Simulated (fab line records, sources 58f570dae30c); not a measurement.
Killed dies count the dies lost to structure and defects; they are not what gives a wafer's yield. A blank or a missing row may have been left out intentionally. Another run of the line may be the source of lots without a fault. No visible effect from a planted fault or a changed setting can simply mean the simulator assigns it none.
Split-lot study    flow berkeleyCmos170    on a route of 331 steps: 5 lots, 23 wafers read

## THE SPLIT ITSELF
At UCB170_GATE_COAT_07 (resist thk 900 nm), the setting resistThkNm was moved away from the recipe's 900 nm on 10 of the 23 wafers read, by -6.0% to +5.0%. All remaining wafers had this setting at the recipe value.

The split's own step is where the reading is taken.

## THE READING
KrF_of_GATE_COAT_07.thkNm (the simulator's own value, which no gauge read), in nm, at UCB170_GATE_COAT_07 (resist thk 900 nm). There is no usual value for it anywhere in the file. Average 901.9 nm, standard deviation 1.7 nm, over the 13 wafers here run with the recipe.

wafer   tool, chamber at the split  resistThkNm as run, nm  against the recipe  KrF_of_GATE_COAT_07.thkNm, nm  against lot-mates on the recipe
L078.1  lithoTrack-04, 0            900                     recipe              902.9                          -
L078.2  lithoTrack-04, 0            880.5                   -2.2%               883                            -20.7
L078.3  lithoTrack-04, 0            880.5                   -2.2%               884                            -19.7
L078.4  lithoTrack-04, 0            880.5                   -2.2%               886.3                          -17.4
L078.5  lithoTrack-04, 0            900                     recipe              904.5                          -
L082.1  lithoTrack-01, 0            900                     recipe              902.4                          -
L082.3  lithoTrack-01, 0            900                     recipe              900.8                          -
L082.4  lithoTrack-01, 0            846.1                   -6.0%               847.6                          -54.2
L082.5  lithoTrack-01, 0            846.1                   -6.0%               850.5                          -51.3
L082.6  lithoTrack-01, 0            900                     recipe              902.3                          -
L084.2  lithoTrack-03, 0            900                     recipe              903.7                          -
L084.5  lithoTrack-03, 0            900                     recipe              901.4                          -
L084.6  lithoTrack-03, 0            900                     recipe              904.3                          -
L083.1  lithoTrack-04, 0            900                     recipe              899.1                          -
L083.2  lithoTrack-04, 0            900                     recipe              899.5                          -
L083.3  lithoTrack-04, 0            863.9                   -4.0%               863.7                          -36.6
L083.4  lithoTrack-04, 0            900                     recipe              902.2                          -
L083.5  lithoTrack-04, 0            863.9                   -4.0%               864.4                          -35.9
L085.2  lithoTrack-01, 0            900                     recipe              899.7                          -
L085.3  lithoTrack-01, 0            900                     recipe              901.3                          -
L085.4  lithoTrack-01, 0            945.4                   +5.0%               945.6                          +45.1
L085.5  lithoTrack-01, 0            945.4                   +5.0%               943.4                          +42.9
L085.6  lithoTrack-01, 0            945.4                   +5.0%               944.4                          +43.9

THE FIT
A straight line over all 23 wafers: KrF_of_GATE_COAT_07.thkNm changes by +8.7 nm for each +1% of resistThkNm; r = +1.00; the points scatter about the line by 1.9 nm.
The same after taking each lot's own level away (the mean of its wafers on the recipe; 23 wafers): +8.81 nm for each +1%; r = +1.00; scatter 1.2 nm.
Per that fit: largest resistThkNm move, reading shift of 53 nm.
The span of the lots' own levels, 900.27 to 903.70 nm, comes to 2.0 times the standard deviation stated above.
Hence the lot-to-lot level has little effect on the slope; both slopes agree.
Check: -52.6 nm against its lot-mates is what the line predicts for one of the wafers moved furthest among these (-6.0%) when that wafer is left out of the fit. It came out at -54.2 nm against them.

## THE OTHER SPLITS THESE WAFERS WENT THROUGH
Other splits were also applied to these wafers ahead of the reading. Each is held against what the fit with the lots' levels taken away leaves over:
other split on the same wafers       wafers away from the commonest value  r with KrF_of_GATE_COAT_07.thkNm (lot level and that fit taken away)
UCB170_ZERO_STRIP_07 o2FlowSccm      10                                    -0.01
UCB170_NWELL_IMPLANT_14 energyKev    6                                     +0.05
UCB170_PWELL_PEB_11 pebTempC         7                                     +0.00
UCB170_WELLDRIVE_OXIDATION_01 tempC  10                                    +0.00
UCB170_SCREENOX_OXIDATION_01 tempC   18                                    +0.04
UCB170_PVT_STRIP_08 o2FlowSccm       8                                     -0.09

## FILE'S OWN FIT
KrF_of_GATE_COAT_07.thkNm changes by +8.83 nm for each +1% of resistThkNm, r = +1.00.
